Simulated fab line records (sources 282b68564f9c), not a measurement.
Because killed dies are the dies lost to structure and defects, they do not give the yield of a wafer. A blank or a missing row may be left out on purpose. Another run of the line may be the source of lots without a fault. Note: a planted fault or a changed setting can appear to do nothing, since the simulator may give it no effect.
fab line records    flow rit_cmos
record: lots: 5  wafers: 15  last_day: 7
route steps=202 shown PLDD@118 SPACER@125 NSD@131 PSD@142 SDANNEAL@153 SILICIDE@161 M1@202
lots that met no fault: taken from a fault-free run of the same line
start_h: start of the lot's first displayed wafer, in hours after the record's first day    wait_h: how many hours have passed since the lot's step before this one    " identical to the entry in the row above    L1.1+2: a row that stands for several wafers    - no value present, or no start provided    * or withheld: withheld    < > ~ a bound
route shown NAME@n: NAME is a module with steps in the file, n the number in the route of the first one    usual: mean and standard deviation over wafers with no fault    same: alike in all rows    chamber/n: place in a boat    sites: the reading at each site    _std_site: their standard deviation    _edge_site: inner sites' mean taken away from outer sites' mean    radius_mm: for every site, how far away it sits from the centre of the wafer    mask NAME#n: copy n    behind: the most recent tool/chamber to have shaped the wafer    hold: what put the lot on hold/how long, in hours/how the hold closed    device: which transistor (n, p or np) failed to switch    end of line: tests run on the same wafers once the route is complete    step lacking rows: just its recipe    killed: dies lost to structure and defects at the first sort, not the wafer's yield    map: shows each die of a wafer: x if killed, . if not, _ if none is there
set.NAME: the setting as run; set.NAME@STEP: as run at that earlier step    model.NAME: the simulator's own value behind a step, which no gauge read
certain route steps with their lots: each step a table, each wafer a row
services: from which hour (start_h, from the record's first day; less than 0 if before it) a tool's chamber was out of use, for how many hours, and why
== steps ==
step: RIT_PLDD_PEB_04
recipe: resist: NOVOLAK  temp_c: withheld  time_s: withheld
step: RIT_PLDD_DEVELOP_05
recipe: resist: NOVOLAK  develop_time_s: 50  dev_temp_c: 23
step: RIT_PLDD_OVL_MEAS_06
usual: PLDD_OVL: 1.0/1.3
lot.wafer  tool        chamber  start_h  wait_h  PLDD_OVL[nm]
L217.1     overlay-02  -        44.16    -       0.2
L217.5     "           -        "        "       -0.1
L217.6     "           -        "        "       1.3
L219.1     overlay-01  -        55.01    -       1.1
L219.2     "           -        "        "       1.7
L219.6     "           -        "        "       0.2
L223.2     overlay-01  -        75.57    -       1.7
L223.3     "           -        "        "       0.4
L223.5     "           -        "        "       1.2
L235.1     overlay-02  -        133.48   -       1.2
L235.3     "           -        "        "       1.6
L235.6     "           -        "        "       0.3
L237.3     overlay-01  -        146.10   -       3.7
L237.4     "           -        "        "       1.4
L237.5     "           -        "        "       2.6
step: RIT_PLDD_HARDBAKE_07
recipe: resist: NOVOLAK  temp_c: 140  time_s: 60
step: RIT_PLDD_IMPLANT_08
recipe: species: BF2  energy_kev: 20  dose_cm2: 9e+14  tilt_deg: 7
step: RIT_PLDD_STRIP_09
recipe: chemistry: O2  time_s: 180  resist: NOVOLAK  platen_temp_c: withheld  power_w: 500  pressure_mtorr: 4000  o2_flow_sccm: 4000
usual: drypump_motor_current_A: 5.8/0.37
lot.wafer  tool             chamber  start_h  wait_h  drypump_motor_current_A  rf_hours_counter_h
L217.1     plasma_asher-03  1        44.49    0.1     5.5                      41
L217.5     "                1        "        "       5.4                      -
L217.6     "                0        "        "       5.3                      -
L219.1     plasma_asher-02  0        55.34    0.1     6.2                      25
L219.2     "                1        "        "       6.0                      25
L219.6     "                1        "        "       6.0                      -
L223.2     plasma_asher-03  0        75.90    0.1     5.2                      44
L223.3     "                0        "        "       5.2                      -
L223.5     "                0        "        "       5.2                      -
L235.1     plasma_asher-01  1        133.81   0.1     6.1                      1
L235.3     "                1        "        "       6.0                      -
L235.6     "                0        "        "       5.4                      -
L237.3     plasma_asher-01  1        146.49   0.1     6.0                      -
L237.4     "                0        "        "       5.4                      -
L237.5     "                1        "        "       6.0                      -
step: RIT_PLDD_TW_MEAS_10
usual: PLDD_TW: 2353/15
lot.wafer  tool           chamber  start_h  wait_h  PLDD_TW
L217.1     film_metro-03  -        44.67    0.1     2349
L217.5     "              -        "        "       2356
L217.6     "              -        "        "       2334
L219.1     film_metro-03  -        55.52    0.1     2342
L219.2     "              -        "        "       2347
L219.6     "              -        "        "       2345
L223.2     film_metro-01  -        76.08    0.1     2358
L223.3     "              -        "        "       2370
L223.5     "              -        "        "       2361
L235.1     film_metro-01  -        133.99   0.1     2348
L235.3     "              -        "        "       2348
L235.6     "              -        "        "       2359
L237.3     film_metro-01  -        146.62   0.1     2368
L237.4     "              -        "        "       2367
L237.5     "              -        "        "       2363
step: RIT_SPACER_CLEAN_00
recipe: chemistry: SC1  mix: 3:3:50  time_s: 600  temp_c: 75
step: RIT_SPACER_CLEAN_01
recipe: chemistry: dHF  dilution: 50:1  time_s: 30
step: RIT_SPACER_CLEAN_02
recipe: chemistry: SC2  mix: 3:3:50  time_s: 600  temp_c: 75  dry: n2_spin
step: RIT_SPACER_CVD_03
recipe: material: Si3N4  target_thk_nm: 250  temp_c: 810  precursor: SiH2Cl2/NH3  time_s: 3300  pressure_mtorr: 300  sih2cl2_flow_sccm: 60  nh3_flow_sccm: 150
step: RIT_SPACER_THK_MEAS_04
recipe: reads: Si3N4_of_SPACER_CVD_03
usual: SPACER_NITRIDE_THK: 250.2/2.1
lot.wafer  tool           chamber  start_h  wait_h  SPACER_NITRIDE_THK[nm]
L217.1     film_metro-02  -        47.01    0.0     252.2
L217.5     "              -        "        "       250.7
L217.6     "              -        "        "       251.2
L219.1     film_metro-03  -        57.89    0.0     250.2
L219.2     "              -        "        "       250.5
L219.6     "              -        "        "       249.7
L223.2     film_metro-02  -        78.43    0.0     252.1
L223.3     "              -        "        "       252.1
L223.5     "              -        "        "       250.6
L235.1     film_metro-01  -        136.35   0.0     247.7
L235.3     "              -        "        "       248.8
L235.6     "              -        "        "       245.9
L237.3     film_metro-03  -        148.97   0.0     246.5
L237.4     "              -        "        "       246.9
L237.5     "              -        "        "       244.2
step: RIT_SPACER_ETCHBACK_05
recipe: target_depth_a: 2500  SF6_flow_sccm: 30  CHF3_flow_sccm: 30  target: Si3N4  chemistry: SF6/CHF3  pressure_mtorr: 40  rf_w: 250  time_s: 240  stop_on: SiO2
usual: drypump_motor_current_A: 5.5/0.47  oes_product_au: 0.837/0.013  rf_fwd_power_W: 249.3/0.72  throttle_valve_pct: 10.33/0.11
lot.wafer  tool         chamber  start_h  wait_h  drypump_motor_current_A  oes_product_au  rf_fwd_power_W  rf_hours_counter_h  throttle_valve_pct  model.poly-Si_of_GATE_CVD_08.thk_nm  model.Si3N4_of_SPACER_CVD_03.thk_nm
L217.1     rie_diel-03  0        47.07    0.1     5.8                      0.821           250.0           41                  10.25               170                                  197
L217.5     "            0        "        "       5.8                      0.817           249.4           -                   10.26               169.7                                195.4
L217.6     "            3        "        "       5.2                      0.853           249.6           -                   10.40               169.1                                196
L219.1     rie_diel-04  3        57.95    0.1     5.3                      0.823           249.2           146                 10.28               174.9                                197
L219.2     "            2        "        "       4.7                      0.851           248.9           95                  10.22               173.4                                196.9
L219.6     "            1        "        "       6.1                      0.844           250.5           -                   10.15               173.9                                195.4
L223.2     rie_diel-04  0        78.48    0.0     5.0                      0.847           248.2           79                  10.51               171.9                                197.6
L223.3     "            2        "        "       4.7                      0.840           288.2           96                  10.22               165.2                                193.2
L223.5     "            2        "        "       4.7                      0.839           290.3           -                   10.20               166.6                                192.8
L235.1     rie_diel-03  3        136.41   0.1     5.2                      0.843           250.1           108                 10.39               166.1                                192.8
L235.3     "            0        "        "       5.9                      0.817           249.7           42                  10.26               167.8                                194
L235.6     "            2        "        "       5.4                      0.829           248.3           -                   10.33               168.8                                192.2
L237.3     rie_diel-04  2        149.01   0.0     4.7                      0.835           248.0           97                  10.21               168.5                                193.6
L237.4     "            1        "        "       6.1                      0.836           248.6           70                  10.14               167.5                                192.4
L237.5     "            3        "        "       5.4                      0.814           249.0           -                   10.26               169.1                                192.3
step: RIT_NSD_HMDS_00
recipe: prime_time_s: 60  prime_temp_c: 140
step: RIT_NSD_COAT_01
recipe: resist: NOVOLAK  spin_rpm: 3250  resist_thk_nm: 1000
step: RIT_NSD_SOFTBAKE_02
recipe: resist: NOVOLAK  temp_c: 90  time_s: 60
step: RIT_NSD_EXPOSE_03
recipe: mask_id: M9  na: 0.57  target_cd_nm: 40700  dose_mj: 250
step: RIT_NSD_PEB_04
recipe: resist: NOVOLAK  temp_c: withheld  time_s: withheld
step: RIT_NSD_DEVELOP_05
recipe: resist: NOVOLAK  develop_time_s: 50  dev_temp_c: 23
step: RIT_NSD_OVL_MEAS_06
usual: NSD_OVL: -0.6/1.1
lot.wafer  tool        chamber  start_h  wait_h  NSD_OVL[nm]
L217.1     overlay-02  -        48.11    -       -1.3
L217.5     "           -        "        "       -1.7
L217.6     "           -        "        "       -0.5
L219.1     overlay-02  -        58.95    -       -0.7
L219.2     "           -        "        "       -0.3
L219.6     "           -        "        "       0.7
L223.2     overlay-01  -        79.63    -       -1.9
L223.3     "           -        "        "       -2.4
L223.5     "           -        "        "       -0.4
L235.1     overlay-02  -        137.76   -       -1.6
L235.3     "           -        "        "       -0.8
L235.6     "           -        "        "       -3.6
L237.3     overlay-01  -        150.02   -       -1.5
L237.4     "           -        "        "       -1.3
L237.5     "           -        "        "       1.3
step: RIT_NSD_HARDBAKE_07
recipe: resist: NOVOLAK  temp_c: 140  time_s: 60
step: RIT_NSD_IMPLANT_08
recipe: species: P  energy_kev: 25  dose_cm2: 1e+15  tilt_deg: 7
step: RIT_NSD_STRIP_09
recipe: chemistry: O2  time_s: 180  resist: NOVOLAK  platen_temp_c: withheld  power_w: 500  pressure_mtorr: 4000  o2_flow_sccm: 4000
usual: drypump_motor_current_A: 5.8/0.3
lot.wafer  tool             chamber  start_h  wait_h  drypump_motor_current_A  rf_hours_counter_h
L217.1     plasma_asher-01  0        48.45    0.1     5.4                      39
L217.5     "                0        "        "       5.4                      -
L217.6     "                1        "        "       6.0                      -
L219.1     plasma_asher-02  1        59.34    0.1     6.0                      25
L219.2     "                0        "        "       6.3                      25
L219.6     "                1        "        "       6.0                      -
L223.2     plasma_asher-04  0        80.01    0.1     5.9                      46
L223.3     "                1        "        "       5.5                      -
L223.5     "                0        "        "       5.9                      -
L235.1     plasma_asher-04  1        138.10   0.1     5.5                      52
L235.3     "                1        "        "       5.5                      -
L235.6     "                1        "        "       5.5                      -
L237.3     plasma_asher-01  0        150.40   0.1     5.4                      -
L237.4     "                1        "        "       6.0                      -
L237.5     "                1        "        "       6.0                      -
step: RIT_NSD_TW_MEAS_10
usual: NSD_TW: 3118/18
lot.wafer  tool           chamber  start_h  wait_h  NSD_TW
L217.1     film_metro-03  -        48.62    0.1     3102
L217.5     "              -        "        "       3108
L217.6     "              -        "        "       3098
L219.1     film_metro-04  -        59.51    0.1     3103
L219.2     "              -        "        "       3104
L219.6     "              -        "        "       3107
L223.2     film_metro-03  -        80.19    0.1     3094
L223.3     "              -        "        "       3104
L223.5     "              -        "        "       3092
L235.1     film_metro-03  -        138.27   0.1     3092
L235.3     "              -        "        "       3104
L235.6     "              -        "        "       3113
L237.3     film_metro-01  -        150.54   0.1     3154
L237.4     "              -        "        "       3139
L237.5     "              -        "        "       3136
step: RIT_PSD_HMDS_00
recipe: prime_time_s: 60  prime_temp_c: 140
step: RIT_PSD_COAT_01
recipe: resist: NOVOLAK  spin_rpm: 3250  resist_thk_nm: 1000
step: RIT_PSD_SOFTBAKE_02
recipe: resist: NOVOLAK  temp_c: 90  time_s: 60
step: RIT_PSD_EXPOSE_03
recipe: mask_id: M10  na: 0.57  target_cd_nm: 40900  dose_mj: 250
step: RIT_PSD_PEB_04
recipe: resist: NOVOLAK  temp_c: withheld  time_s: withheld
step: RIT_PSD_DEVELOP_05
recipe: resist: NOVOLAK  develop_time_s: 50  dev_temp_c: 23
step: RIT_PSD_OVL_MEAS_06
usual: PSD_OVL: 0.5/1.5
lot.wafer  tool        chamber  start_h  wait_h  PSD_OVL[nm]
L217.1     overlay-02  -        49.53    -       0.3
L217.5     "           -        "        "       1.0
L217.6     "           -        "        "       -0.5
L219.1     overlay-01  -        60.55    -       -3.5
L219.2     "           -        "        "       -0.5
L219.6     "           -        "        "       -1.7
L223.2     overlay-02  -        81.10    -       -0.7
L223.3     "           -        "        "       -1.4
L223.5     "           -        "        "       0.8
L235.1     overlay-01  -        139.18   -       3.5
L235.3     "           -        "        "       3.0
L235.6     "           -        "        "       1.6
L237.3     overlay-01  -        151.44   -       0.0
L237.4     "           -        "        "       0.1
L237.5     "           -        "        "       -0.1
step: RIT_PSD_HARDBAKE_07
recipe: resist: NOVOLAK  temp_c: 140  time_s: 60
step: RIT_PSD_IMPLANT_08
recipe: species: BF2  energy_kev: 27  dose_cm2: 5e+15  tilt_deg: 7
step: RIT_PSD_STRIP_09
recipe: chemistry: O2  time_s: 180  resist: NOVOLAK  platen_temp_c: withheld  power_w: 500  pressure_mtorr: 4000  o2_flow_sccm: 4000
usual: drypump_motor_current_A: 5.62/0.29
lot.wafer  tool             chamber  start_h  wait_h  drypump_motor_current_A  rf_hours_counter_h
L217.1     plasma_asher-01  0        49.87    0.1     5.37                     39
L217.5     "                1        "        "       6.02                     -
L217.6     "                0        "        "       5.38                     -
L219.1     plasma_asher-01  0        60.89    0.1     5.39                     41
L219.2     "                1        "        "       6.05                     41
L219.6     "                1        "        "       6.05                     -
L223.2     plasma_asher-03  0        81.43    0.1     5.22                     45
L223.3     "                1        "        "       5.45                     -
L223.5     "                1        "        "       5.47                     -
L235.1     plasma_asher-03  1        139.60   0.1     5.44                     51
L235.3     "                1        "        "       5.43                     -
L235.6     "                1        "        "       5.46                     -
L237.3     plasma_asher-01  1        151.82   0.1     6.05                     -
L237.4     "                0        "        "       5.40                     -
L237.5     "                0        "        "       5.36                     -
step: RIT_PSD_TW_MEAS_10
usual: PSD_TW: 3427/20
lot.wafer  tool           chamber  start_h  wait_h  PSD_TW
L217.1     film_metro-03  -        50.04    0.1     3411
L217.5     "              -        "        "       3396
L217.6     "              -        "        "       3427
L219.1     film_metro-03  -        61.06    0.1     3426
L219.2     "              -        "        "       3404
L219.6     "              -        "        "       3400
L223.2     film_metro-01  -        81.61    0.1     3451
L223.3     "              -        "        "       3443
L223.5     "              -        "        "       3466
L235.1     film_metro-03  -        139.78   0.1     3423
L235.3     "              -        "        "       3413
L235.6     "              -        "        "       3395
L237.3     film_metro-04  -        151.96   0.1     3400
L237.4     "              -        "        "       3385
L237.5     "              -        "        "       3382
step: RIT_SDANNEAL_CLEAN_00
recipe: chemistry: SC1  mix: 3:3:50  time_s: 600  temp_c: 75
step: RIT_SDANNEAL_CLEAN_01
recipe: chemistry: dHF  dilution: 50:1  time_s: 30
step: RIT_SDANNEAL_CLEAN_02
recipe: chemistry: SC2  mix: 3:3:50  time_s: 600  temp_c: 75  dry: n2_spin
lot.wafer  tool          chamber  start_h  wait_h  model.poly-Si_of_GATE_CVD_08.thk_nm
L217.1     wet_bench-04  2        50.31    0.0     165.5
L217.5     "             2        "        "       165.3
L217.6     "             2        "        "       164.7
L219.1     wet_bench-04  3        61.33    0.0     170.6
L219.2     "             3        "        "       169.1
L219.6     "             3        "        "       169.5
L223.2     wet_bench-02  0        81.86    0.0     167.5
L223.3     "             0        "        "       160.8
L223.5     "             0        "        "       162.2
L235.1     wet_bench-04  3        140.03   0.0     161.7
L235.3     "             3        "        "       163.5
L235.6     "             3        "        "       164.4
L237.3     wet_bench-02  1        152.19   0.0     164
L237.4     "             1        "        "       163.1
L237.5     "             1        "        "       164.6
step: RIT_SDANNEAL_RTA_03
recipe: temp_c: 1050  time_s: 5  idle_temp_c: 600  ramp_up_c_per_s: 342  ramp_down_c_per_s: 171  cool_to_c: 600  ambient: N2
usual: wafer_temp_C_max: 1053.5/1.1
lot.wafer  tool           chamber  start_h  wait_h  wafer_temp_C_max
L217.1     rtp_anneal-01  0        50.50    0.0     1056.5
L217.5     "              0        "        "       1052.6
L217.6     "              0        "        "       1054.9
L219.1     rtp_anneal-01  0        61.50    0.0     1052.6
L219.2     "              0        "        "       1054.8
L219.6     "              0        "        "       1054.6
L223.2     rtp_anneal-01  0        82.04    0.0     1053.8
L223.3     "              0        "        "       1053.5
L223.5     "              0        "        "       1053.9
L235.1     rtp_anneal-01  0        140.20   0.0     1052.2
L235.3     "              0        "        "       1054.1
L235.6     "              0        "        "       1056.4
L237.3     rtp_anneal-01  0        152.39   0.0     1054.7
L237.4     "              0        "        "       1053.1
L237.5     "              0        "        "       1054.1
step: RIT_SDANNEAL_RS_MEAS_04
recipe: thk_meas_gauge: four-point-probe
usual: PSD_RS: 115.9/0.36
lot.wafer  tool           chamber  start_h  wait_h  PSD_RS[ohm/sq]
L217.1     film_metro-01  -        50.56    0.0     115.3
L217.5     "              -        "        "       114.9
L217.6     "              -        "        "       114.9
L219.1     film_metro-03  -        61.56    0.0     116.3
L219.2     "              -        "        "       115.8
L219.6     "              -        "        "       115.5
L223.2     film_metro-04  -        82.11    0.1     116.4
L223.3     "              -        "        "       115.7
L223.5     "              -        "        "       116.2
L235.1     film_metro-03  -        140.26   0.0     115.9
L235.3     "              -        "        "       115.7
L235.6     "              -        "        "       116.2
L237.3     film_metro-04  -        152.46   0.1     116.3
L237.4     "              -        "        "       116.3
L237.5     "              -        "        "       116.0
step: RIT_SDANNEAL_RS_MEAS_05
recipe: thk_meas_gauge: four-point-probe
usual: NSD_RS: 84.5/0.34
lot.wafer  tool           chamber  start_h  wait_h  NSD_RS[ohm/sq]
L217.1     film_metro-01  -        50.68    0.1     84.6
L217.5     "              -        "        "       84.5
L217.6     "              -        "        "       84.2
L219.1     film_metro-03  -        61.68    0.1     84.8
L219.2     "              -        "        "       84.5
L219.6     "              -        "        "       84.7
L223.2     film_metro-04  -        82.23    0.1     84.9
L223.3     "              -        "        "       84.9
L223.5     "              -        "        "       85.0
L235.1     film_metro-03  -        140.38   0.1     84.5
L235.3     "              -        "        "       84.5
L235.6     "              -        "        "       84.6
L237.3     film_metro-04  -        152.58   0.1     84.6
L237.4     "              -        "        "       84.5
L237.5     "              -        "        "       84.5
step: RIT_SDANNEAL_RS_MEAS_06
recipe: thk_meas_gauge: four-point-probe
usual: PLDD_RS: 178.6/0.68
lot.wafer  tool           chamber  start_h  wait_h  PLDD_RS[ohm/sq]
L217.1     film_metro-01  -        50.80    0.1     177.7
L217.5     "              -        "        "       177.8
L217.6     "              -        "        "       178.0
L219.1     film_metro-03  -        61.80    0.1     178.9
L219.2     "              -        "        "       178.5
L219.6     "              -        "        "       178.8
L223.2     film_metro-04  -        82.35    0.1     178.8
L223.3     "              -        "        "       179.0
L223.5     "              -        "        "       179.3
L235.1     film_metro-03  -        140.50   0.1     178.8
L235.3     "              -        "        "       179.2
L235.6     "              -        "        "       179.0
L237.3     film_metro-04  -        152.70   0.1     179.2
L237.4     "              -        "        "       179.2
L237.5     "              -        "        "       178.9
step: RIT_SILICIDE_WET_ETCH_00
recipe: chemistry: BOE  target: SiO2  target_depth_nm: 14  time_s: 15  dry: n2_spin  dilution: 10:1  temp_c: 21.5
lot.wafer  tool          chamber  start_h  wait_h  model.Si3N4_of_SPACER_CVD_03.thk_nm
L217.1     wet_bench-01  3        51.04    0.1     195.8
L217.5     "             3        "        "       194.2
L217.6     "             3        "        "       194.9
L219.1     wet_bench-02  1        62.04    0.1     195.9
L219.2     "             1        "        "       195.8
L219.6     "             1        "        "       194.3
L223.2     wet_bench-01  0        82.57    0.1     196.4
L223.3     "             0        "        "       192
L223.5     "             0        "        "       191.7
L235.1     wet_bench-01  3        140.77   0.1     191.7
L235.3     "             3        "        "       192.8
L235.6     "             3        "        "       191
L237.3     wet_bench-04  2        152.90   0.1     192.4
L237.4     "             2        "        "       191.3
L237.5     "             2        "        "       191.2
step: RIT_M1_PROBE_99
usual: killed_at_contacts: 0.0/0.22  killed_at_front_end: 7/3  killed_dies: 7/3.1  killed_open: 3.4/2.1  killed_short: 3.2/1.9
same: gross_dies: 264  killed_at_M0_to_M3: 0  killed_at_M4_up: 0  killed_at_back_side: 0  killed_at_other: 0
lot.wafer  tool       chamber  start_h  wait_h  killed_at_contacts  killed_at_front_end  killed_dies  killed_open  killed_short  model.etest.nmos_0p15.r_on_ohm_um  model.etest.nmos_0p3.r_on_ohm_um  model.etest.nplus_sal.width_nm  model.etest.pplus_sal.width_nm  model.etest.pwell_pinched.rs_ohm_sq  model.etest.nwell_pinched.rs_ohm_sq  model.etest.diode_pplus_nwell.bv_v  model.etest.nmos_0p15.tox_inv_nm
L217.1     prober-01  -        58.45    0.1     0                   5                    5            2            3             1098                               2078                              3452                            3448                            454.2                                339.9                                6.586                               4.434
L217.5     prober-01  -        58.65    0.2     0                   3                    3            2            1             1117                               2110                              3474                            3464                            453.6                                339.4                                6.629                               4.377
L217.6     prober-01  -        58.70    0.2     0                   6                    6            5            1             1113                               2124                              3458                            3448                            458                                  338.1                                6.59                                4.419
L219.1     prober-01  -        68.92    0.1     0                   2                    2            1            1             1127                               2140                              3452                            3458                            451.9                                331.8                                6.418                               4.545
L219.2     prober-01  -        68.97    0.1     0                   6                    6            2            4             1120                               2121                              3447                            3452                            458.7                                332.5                                6.44                                4.495
L219.6     prober-01  -        69.17    0.2     0                   4                    4            1            3             1152                               2210                              3478                            3477                            457.3                                335.5                                6.527                               4.558
L223.2     prober-02  -        90.15    0.1     0                   6                    6            2            4             1107                               2158                              3466                            3475                            450.4                                335.1                                6.5                                 4.515
L223.3     prober-02  -        90.20    0.2     1                   11                   12           8            4             1229                               2234                              3534                            3503                            466.6                                351.2                                6.694                               4.373
L223.5     prober-02  -        90.30    0.2     0                   10                   10           5            5             1210                               2217                              3510                            3514                            466.7                                350                                  6.675                               4.384
L235.1     prober-02  -        147.74   0.1     0                   11                   11           5            6             1148                               2189                              3487                            3471                            475.6                                342.7                                6.708                               4.405
L235.3     prober-02  -        147.84   0.2     0                   10                   10           9            1             1151                               2201                              3461                            3472                            467.5                                339.6                                6.685                               4.482
L235.6     prober-02  -        147.99   0.2     0                   4                    4            4            0             1151                               2171                              3453                            3452                            465.1                                340.5                                6.713                               4.404
L237.3     prober-02  -        159.93   0.2     0                   17                   17           9            8             1126                               2141                              3472                            3451                            455.4                                337.3                                6.636                               4.451
L237.4     prober-02  -        159.98   0.2     0                   7                    7            4            3             1140                               2150                              3506                            3473                            464.8                                346                                  6.641                               4.401
L237.5     prober-02  -        160.03   0.2     0                   7                    7            3            4             1107                               2151                              3456                            3459                            451.9                                338.1                                6.616                               4.478
killed by level:class
L217.1 GATE:geometric_particle:short=3 FOX2:geometric_particle:open=1 GATE:geometric_particle:open=1
L217.5 GATE:geometric_particle:open=1 REOX:geometric_particle:short=1 REOX:geometric_particle:open=1
L217.6 GATE:geometric_particle:open=3 FOX1:geometric_particle:open=1 REOX:geometric_particle:short=1 REOX:geometric_particle:open=1
L219.1 GATE:geometric_particle:open=1 SILICIDE:geometric_particle:short=1
L219.2 REOX:geometric_particle:short=2 FOX2:geometric_particle:short=1 FOX2:geometric_particle:open=1 GATE:geometric_particle:open=1 GATE:geometric_particle:short=1
L219.6 GATE:geometric_particle:short=2 FOX2:geometric_particle:short=1 GATE:geometric_particle:open=1
L223.2 GATE:geometric_particle:short=2 GATE:geometric_particle:open=1 REOX:geometric_particle:open=1 SPACER:geometric_particle:short=1 SILICIDE:geometric_particle:short=1
L223.3 SILICIDE:geometric_particle:open=4 GATE:geometric_particle:open=3 FOX1:geometric_particle:open=1 GATE:geometric_particle:short=1 SPACER:geometric_particle:short=1 SILICIDE:geometric_particle:short=1 CONTACT:geometric_particle:short=1
L223.5 GATE:geometric_particle:open=4 FOX2:geometric_particle:short=3 FOX1:geometric_particle:short=1 FOX2:geometric_particle:open=1 GATE:geometric_particle:short=1
L235.1 GATE:geometric_particle:open=3 SPACER:geometric_particle:short=2 SILICIDE:geometric_particle:short=2 FOX1:geometric_particle:open=1 FOX1:geometric_particle:short=1 REOX:geometric_particle:short=1 SPACER:geometric_particle:open=1
L235.3 FOX1:geometric_particle:open=3 REOX:geometric_particle:open=3 GATE:geometric_particle:open=2 REOX:geometric_particle:short=1 SILICIDE:geometric_particle:open=1
L235.6 SILICIDE:geometric_particle:open=2 GATE:geometric_particle:open=1 SPACER:geometric_particle:open=1
L237.3 GATE:geometric_particle:open=5 REOX:geometric_particle:short=4 REOX:geometric_particle:open=2 SILICIDE:geometric_particle:short=2 FOX1:geometric_particle:open=1 FOX2:geometric_particle:short=1 FOX2:geometric_particle:open=1 GATE:geometric_particle:short=1
L237.4 SPACER:geometric_particle:open=2 GATE:geometric_particle:short=1 GATE:geometric_particle:open=1 REOX:geometric_particle:open=1 REOX:geometric_particle:short=1 SILICIDE:geometric_particle:short=1
L237.5 FOX2:geometric_particle:short=1 GATE:geometric_particle:open=1 REOX:geometric_particle:short=1 SPACER:geometric_particle:open=1 SPACER:geometric_particle:short=1 SILICIDE:geometric_particle:open=1 SILICIDE:geometric_particle:short=1
== services ==
tool             chamber  start_h  hours  kind
plasma_asher-04  -        71.49    0.9    repair
rie_diel-03      0        76.05    35.9   repair
wet_bench-04     -        82.53    3.8    repair
rtp_anneal-01    -        101.77   5.2    pm
plasma_asher-01  -        108.75   9.0    pm
plasma_asher-01  0        108.75   9.0    vent_cycle
plasma_asher-01  1        108.75   9.0    vent_cycle
plasma_asher-03  -        114.87   0.8    repair
plasma_asher-01  0        117.75   -      clean
plasma_asher-01  1        117.75   -      clean
wet_bench-04     -        122.70   1.9    pm
rie_diel-03      1        134.59   11.6   repair
rie_diel-03      0        136.83   10.5   repair
rie_diel-04      2        144.36   2.7    repair
rie_diel-03      3        146.33   6.7    repair
== key ==
first_sign: step: RIT_SPACER_ETCHBACK_05  reading: rf_fwd_power_W  direction: up  sigmas: 55  usual: 249.3  struck: 289.2
effect none on later readings
model_effect: step: RIT_SPACER_ETCHBACK_05  value: poly-Si_of_GATE_CVD_08.thk_nm  without: 170.9  struck: 165.9
model_effect: step: RIT_SDANNEAL_CLEAN_02  value: poly-Si_of_GATE_CVD_08.thk_nm  without: 166.5  struck: 161.5
model_effect: step: RIT_SILICIDE_WET_ETCH_00  value: Si3N4_of_SPACER_CVD_03.thk_nm  without: 196  struck: 191.8
model_effect: step: RIT_M1_PROBE_99  value: etest.nmos_0p15.r_on_ohm_um  without: 1103  struck: 1220
met_at RIT_SPACER_ETCHBACK_05
struck_wafers L223.3,L223.5
tester_left_out L223
onset_between 57.95 78.48
fault: kind: process_parameter_drift  tool: rie_diel-04  chamber: 2  onset_h: 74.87  steps: RIT_SPACER_ETCHBACK_05  channel: rf_w  offset: 40  shape: step  end_h: 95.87  acts_in: these_recipes_only  stated: 250
tester_left_out: of these lots the tester's yield and bins aren't shown, on N5 and GAA mostly nor the transistor test; their killed dies are dies lost to structure and defects alone, not to doping, threshold or leakage, so they don't give the yield
